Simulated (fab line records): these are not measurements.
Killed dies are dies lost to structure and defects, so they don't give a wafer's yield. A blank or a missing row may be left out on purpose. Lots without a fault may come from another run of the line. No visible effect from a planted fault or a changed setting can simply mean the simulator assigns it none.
Split-lot study + flow rit cmos + 23 wafers read across 5 lots, on a route 202 steps long

THE SPLIT ITSELF
At RIT_M1_EXPOSE_06 (exposes mask M12, target cd 2600 nm), the setting dose mj was moved away from the recipe's 250 on 9 of the 23 wafers read, by -4.8% to +3.4%. This setting was run at the recipe's value on the other wafers.

FROM THE SPLIT TO THE READING: what the file shows between them, 7 steps
- RIT_M1_PEB_07
- RIT_M1_DEVELOP_08: develop time 68 s
- RIT_M1_CD_MEAS_09: target cd 2600 nm
- RIT_M1_HARDBAKE_11: time 120 s (also split here: temp c)
- RIT_M1_METAL_ETCH_12: etches Al in Cl2/BCl3, stops on SiO2, time 165 s, target depth 600 nm (also split here: rf w)
- RIT_M1_STRIP_13: strips in nmp, time 617 s
- RIT_M1_STRIP_14: strips in O2, time 180 s

THE READING
cd nm (nm) at RIT_M1_CD_MEAS_90, where the cd target is 2600 nm. On this fab line, fault-free wafers typically give 2600.6 nm with a standard deviation of 2 nm.

| wafer  | tool, chamber at the split | dose mj as run | against the recipe | cd nm, nm | against lot-mates on the recipe |
|--------|----------------------------|----------------|--------------------|-----------|---------------------------------|
| L078.2 | iline stepper-02, 0        | 250            | recipe             | 2606.8    | -                               |
| L078.3 | iline stepper-02, 0        | 244            | -2.4%              | 2607.4    | +4.0                            |
| L078.4 | iline stepper-02, 0        | 244            | -2.4%              | 2605.6    | +2.2                            |
| L078.5 | iline stepper-02, 0        | 244            | -2.4%              | 2610.0    | +6.6                            |
| L078.6 | iline stepper-02, 0        | 250            | recipe             | 2600.1    | -                               |
| L079.1 | iline stepper-01, 0        | 250            | recipe             | 2601.5    | -                               |
| L079.2 | iline stepper-01, 0        | 258.6          | +3.4%              | 2593.8    | -6.2                            |
| L079.3 | iline stepper-01, 0        | 258.6          | +3.4%              | 2589.6    | -10.4                           |
| L079.4 | iline stepper-01, 0        | 258.6          | +3.4%              | 2589.7    | -10.3                           |
| L079.6 | iline stepper-01, 0        | 250            | recipe             | 2598.5    | -                               |
| L080.1 | iline stepper-01, 0        | 250            | recipe             | 2598.4    | -                               |
| L080.2 | iline stepper-01, 0        | 250            | recipe             | 2598.2    | -                               |
| L080.3 | iline stepper-01, 0        | 250            | recipe             | 2601.2    | -                               |
| L080.4 | iline stepper-01, 0        | 250            | recipe             | 2604.3    | -                               |
| L080.6 | iline stepper-01, 0        | 250            | recipe             | 2596.6    | -                               |
| L083.1 | iline stepper-01, 0        | 238            | -4.8%              | 2614.6    | +13.2                           |
| L083.2 | iline stepper-01, 0        | 238            | -4.8%              | 2616.7    | +15.3                           |
| L083.3 | iline stepper-01, 0        | 238            | -4.8%              | 2613.8    | +12.4                           |
| L083.5 | iline stepper-01, 0        | 250            | recipe             | 2599.9    | -                               |
| L083.6 | iline stepper-01, 0        | 250            | recipe             | 2602.9    | -                               |
| L085.2 | iline stepper-01, 0        | 250            | recipe             | 2602.8    | -                               |
| L085.3 | iline stepper-01, 0        | 250            | recipe             | 2603.3    | -                               |
| L085.6 | iline stepper-01, 0        | 250            | recipe             | 2600.6    | -                               |

FIT RESULTS
A straight line over all 23 wafers: cd nm changes by -2.89 nm for each +1% of dose mj; r = -0.94; the points scatter about the line by 2.4 nm.
The same after taking each lot's own level away (the mean of its wafers on the recipe; 23 wafers): -2.63 nm for each +1%; r = -0.94; scatter 2.3 nm.
According to that fit, moving dose mj by its largest amount changes the reading by 13 nm.
Across the lots, their own levels run from 2599.74 to 2603.45 nm, a range of 1.9 times the standard deviation given above.
Consequently the slope shifts little with the lot-to-lot level, the two slopes agreeing.
Check: for one of the wafers moved furthest among these (-4.8%), held out of the fit, the line's prediction against its lot-mates is +12.3 nm. It came out at +13.2 nm against them.

THESE WAFERS: OTHER SPLITS
These wafers also went through other splits before the reading. Each is held against what the fit with the lots' levels taken away leaves over:
| other split on the same wafers              | wafers away from the commonest value | r with cd nm (lot level and that fit taken away) |
|---------------------------------------------|--------------------------------------|--------------------------------------------------|
| RIT_SPACER_CVD_03 sih2cl2 flow sccm         | 15                                   | +0.23                                            |
| RIT_SILICIDE_SPUTTER_01 chamber pressure pa | 15                                   | -0.13                                            |
| RIT_M1_COAT_04 resist thk nm                | 9                                    | +0.61                                            |
| RIT_M1_HARDBAKE_11 temp c                   | 9                                    | -0.09                                            |
| RIT_M1_METAL_ETCH_12 rf w                   | 6                                    | -0.10                                            |

THE WHOLE CHAIN: every reading that the file lists as answering this split, in the file's order
| step                 | what it does                                                          | reading                                                   | change (the file's fit)              | r (the file's) |
|----------------------|-----------------------------------------------------------------------|-----------------------------------------------------------|--------------------------------------|----------------|
| RIT_M1_CD_MEAS_09    | target cd 2600 nm                                                     | cd nm                                                     | -2.92 nm for each +1% of the setting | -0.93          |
| RIT_M1_METAL_ETCH_12 | etches Al in Cl2/BCl3, stops on SiO2, time 165 s, target depth 600 nm | M1.cd nm (the simulator's own value, which no gauge read) | -2.63 nm for each +1% of the setting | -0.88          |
| RIT_M1_CD_MEAS_90    | target cd 2600 nm                                                     | cd nm                                                     | -2.62 nm for each +1% of the setting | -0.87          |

FILE'S OWN FIT
cd nm changes by -2.62 nm for each +1% of dose mj, r = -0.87.
